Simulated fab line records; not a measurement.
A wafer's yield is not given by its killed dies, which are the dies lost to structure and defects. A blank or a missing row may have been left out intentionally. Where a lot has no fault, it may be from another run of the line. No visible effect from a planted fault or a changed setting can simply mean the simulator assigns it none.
What tool caused it? / flow berkeley_cmos170 / 7 lots with 21 wafers sampled at 4 steps, on a route of 331 steps

== WHAT THE GAUGES SHOWED, per wafer ==
UCB170_NSD_CD_MEAS_06: the cd target is 1200 nm.
lot=L113; measured=day 6 16:58; on=cd_sem-01; cd_nm (nm)=1198.8 1197.8 1198.8
lot=L118; measured=day 8 00:40; on=cd_sem-01; cd_nm (nm)=1200.5 1199.7 1200.2
lot=L121; measured=day 8 16:58; on=cd_sem-02; cd_nm (nm)=1199.4 1201.1 1199.1
lot=L123; measured=day 9 07:43; on=cd_sem-02; cd_nm (nm)=- - -
lot=L126; measured=day 9 18:23; on=cd_sem-02; cd_nm (nm)=1200.3 1199.1 1200.1
lot=L131; measured=day 10 11:07; on=cd_sem-02; cd_nm (nm)=1201.7 1201.9 1200.2
lot=L133; measured=day 11 14:48; on=cd_sem-01; cd_nm (nm)=1201.1 1199.9 1200.7

== TOOL THAT RAN EACH LOT (tool first, then ch and the chambers of the sampled wafers, then the start) ==
lot=L113; UCB170_ZERO_ETCH_06=rie_diel-04 ch 0,3, day 2 04:23; UCB170_ACTIVE_ETCH_15=rie_diel-02 ch 0,2,3, day 4 07:26; UCB170_NSD_COAT_01=litho_track-04 ch 0, day 6 16:17
lot=L118; UCB170_ZERO_ETCH_06=rie_diel-03 ch 0,2,3, day 3 02:02; UCB170_ACTIVE_ETCH_15=rie_diel-02 ch 1,2, day 5 07:45; UCB170_NSD_COAT_01=litho_track-04 ch 0, day 7 23:47
lot=L121; UCB170_ZERO_ETCH_06=rie_diel-01 ch 0,2,3, day 3 19:17; UCB170_ACTIVE_ETCH_15=rie_diel-02 ch 0,1,3, day 6 07:44; UCB170_NSD_COAT_01=litho_track-04 ch 0, day 8 16:10
lot=L123; UCB170_ZERO_ETCH_06=rie_diel-03 ch 0,1,2, day 4 00:19; UCB170_ACTIVE_ETCH_15=rie_diel-02 ch 0,2, day 6 20:52; UCB170_NSD_COAT_01=litho_track-04, day 9 06:26
lot=L126; UCB170_ZERO_ETCH_06=rie_diel-01 ch 0,2,3, day 4 16:07; UCB170_ACTIVE_ETCH_15=rie_diel-01 ch 0,2,3, day 7 04:52; UCB170_NSD_COAT_01=litho_track-04 ch 0, day 9 17:41
lot=L131; UCB170_ZERO_ETCH_06=rie_diel-01 ch 1,2,3, day 5 20:01; UCB170_ACTIVE_ETCH_15=rie_diel-01 ch 1,2,3, day 8 08:02; UCB170_NSD_COAT_01=litho_track-03 ch 0, day 10 09:32
lot=L133; UCB170_ZERO_ETCH_06=rie_diel-04 ch 0,3, day 6 09:49; UCB170_ACTIVE_ETCH_15=rie_diel-03 ch 0,1,3, day 9 04:04; UCB170_NSD_COAT_01=litho_track-01 ch 0, day 11 13:20
- UCB170_ZERO_ETCH_06: etches SiO2 in CHF3/CF4/Ar, time 12 s.
- UCB170_ACTIVE_ETCH_15: etches Si3N4 in CH3F/Ar/O2, stops on SiO2, target depth 242 nm, time 151 s.
- UCB170_NSD_COAT_01: resist thk 900 nm.

== THE ANSWER, worked out from the rows above alone ==
Rule: what is usual is taken from the lots themselves. The widest of any qualifying gaps counts: lots, ordered by their means at a reading, are off when they make up no more than a third of the lots, leave a main group of 4 or more, and stand apart from it by 3 or more times the standard deviation of that group's means. If all means in a main group match to the digits the tables above print for the reading, that group is not used. Also off: a lot with no number at a reading for which 4 or more lots have one. All remaining lots with rows at the step are treated as sound.
Off, at UCB170_NSD_CD_MEAS_06 on cd_nm: L123. Without a number there: L123. The main group: mean 1200.0 nm, standard deviation 0.85.
If a tool, at a process step before that reading, ran all the lots that are off and no sound lot after the first of them, it fits. The gauges at UCB170_NSD_CD_MEAS_06 are tried like those tools. This does not decide it: 2 tools fit, namely rie_diel-03 at UCB170_ZERO_ETCH_06 and rie_diel-02 at UCB170_ACTIVE_ETCH_15.

== WHAT WAS PUT IN BY THE SIMULATOR ==
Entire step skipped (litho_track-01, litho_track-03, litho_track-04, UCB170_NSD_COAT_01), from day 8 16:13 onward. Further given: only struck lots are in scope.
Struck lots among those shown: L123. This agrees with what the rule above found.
